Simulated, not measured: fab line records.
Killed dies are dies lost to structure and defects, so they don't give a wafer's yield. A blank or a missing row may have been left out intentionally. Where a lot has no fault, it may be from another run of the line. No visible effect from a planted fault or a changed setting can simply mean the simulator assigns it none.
A lot that was struck, set against a sound lot || flow rit_cmos || 20 out of 202 route steps
Sound: wafers L316.3, L316.4, L316.6. The struck wafers were L319.1, L319.2, L319.5. The cause is given at the end.
Order at every step that has rows: each side's tool, ch and its chambers, its first start. Under that, the readings that differ: sound wafers || struck wafers || difference of the means || sigmas: that difference in standard deviations of wafers without a fault.
alike: a reading whose means differ by less than 2 such deviations, as well as words and numbers matching on both sides. not compared: withheld readings; readings where some wafer has no value; bounds like >300 that might hide an equal value; numbers whose values overlap and for which the record gives no deviation.
The two part at a step that has a row with sigmas, a row that says differs or no value, or rows on one side only. Numbers that have no deviation but don't overlap get no sigmas and don't part them. A reading that every wafer of one side lacks parts them only if that side has two wafers or more.

first, 2 steps without rows for these wafers: RIT_NWELL_HARDBAKE_07 (time 120 s); RIT_NWELL_IMPLANT_08.
RIT_NWELL_STRIP_09: strips in O2, time 180 s.
  sound on plasma_asher-04 ch 0,1, day 3 07:54; struck on plasma_asher-01 ch 0,1, day 3 22:52
  alike: drypump_motor_current_A
  not compared: rf_hours_counter_h
RIT_NWELL_TW_MEAS_10:
  struck on film_metro-02, day 3 23:02; sound on film_metro-03, day 3 08:02
  alike: NWELL_TW
then, 6 steps without rows for these wafers: RIT_PWELL_HMDS_00 (prime time 60 s); RIT_PWELL_COAT_01 (resist thk 1300 nm); RIT_PWELL_SOFTBAKE_02 (time 60 s); RIT_PWELL_EXPOSE_03 (exposes mask M3, target cd 43700 nm); RIT_PWELL_PEB_04; RIT_PWELL_DEVELOP_05 (develop time 68 s).
RIT_PWELL_OVL_MEAS_06:
  struck on overlay-02, day 3 23:59; sound on overlay-02, day 3 08:58
  alike: PWELL_OVL
then, 1 step without rows for these wafers: RIT_PWELL_HARDBAKE_07 (time 120 s).
RIT_PWELL_IMPLANT_08:
  sound on implanter-04 ch 0, day 3 09:17; struck on implanter-04 ch 0, day 4 00:16
{"reading": "dose_ions_cm2", "sound": "6.996e+13 7.001e+13 6.998e+13", "struck": "1.0758e+14 1.0751e+14 1.075e+14", "difference": "+3.7547e+13", "sigmas": "+99 or more"}
{"reading": "faraday_current_uA", "sound": "225 223 219", "struck": "336 348 350", "difference": "+122", "sigmas": "+31"}
RIT_PWELL_STRIP_09: strips in O2, time 180 s.
  sound on plasma_asher-01 ch 0,1, day 3 09:27; struck on plasma_asher-03 ch 0,1, day 4 00:25
  alike: drypump_motor_current_A
  not compared: rf_hours_counter_h
RIT_PWELL_TW_MEAS_10:
  struck on film_metro-01, day 4 00:35; sound on film_metro-02, day 3 09:35
{"reading": "PWELL_TW", "sound": "945 944 945", "struck": "1105 1105 1107", "difference": "+161", "sigmas": "+19"}
then, 1 step without rows for these wafers: RIT_WELLDRIVE_ANNEAL_00 (time 14700 s).
RIT_WELLDRIVE_RS_MEAS_01: measures by four-point-probe.
  struck on film_metro-01, day 4 05:44; sound on film_metro-01, day 3 14:45
  alike: NWELL_RS
RIT_WELLDRIVE_RS_MEAS_02: measures by four-point-probe.
  struck on film_metro-01, day 4 05:51; sound on film_metro-01, day 3 14:52
{"reading": "PWELL_RS (ohm/sq)", "sound": "430.3 430.5 429.2", "struck": "329.9 329.3 329.3", "difference": -100.5, "sigmas": -84}
then, 1 step without rows for these wafers: RIT_NRETRO_HMDS_00 (prime time 60 s).
RIT_M1_PROBE_99:
  the record has rows for the struck wafers here (prober-02, day 5 10:19) and none for the sound ones

## WHERE THEY PART
At RIT_PWELL_IMPLANT_08 first; at RIT_M1_PROBE_99 last (within this record only).

WHY: whatever the simulator had introduced
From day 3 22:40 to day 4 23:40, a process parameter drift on implanter-04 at RIT_PWELL_IMPLANT_08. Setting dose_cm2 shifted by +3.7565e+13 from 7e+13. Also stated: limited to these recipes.
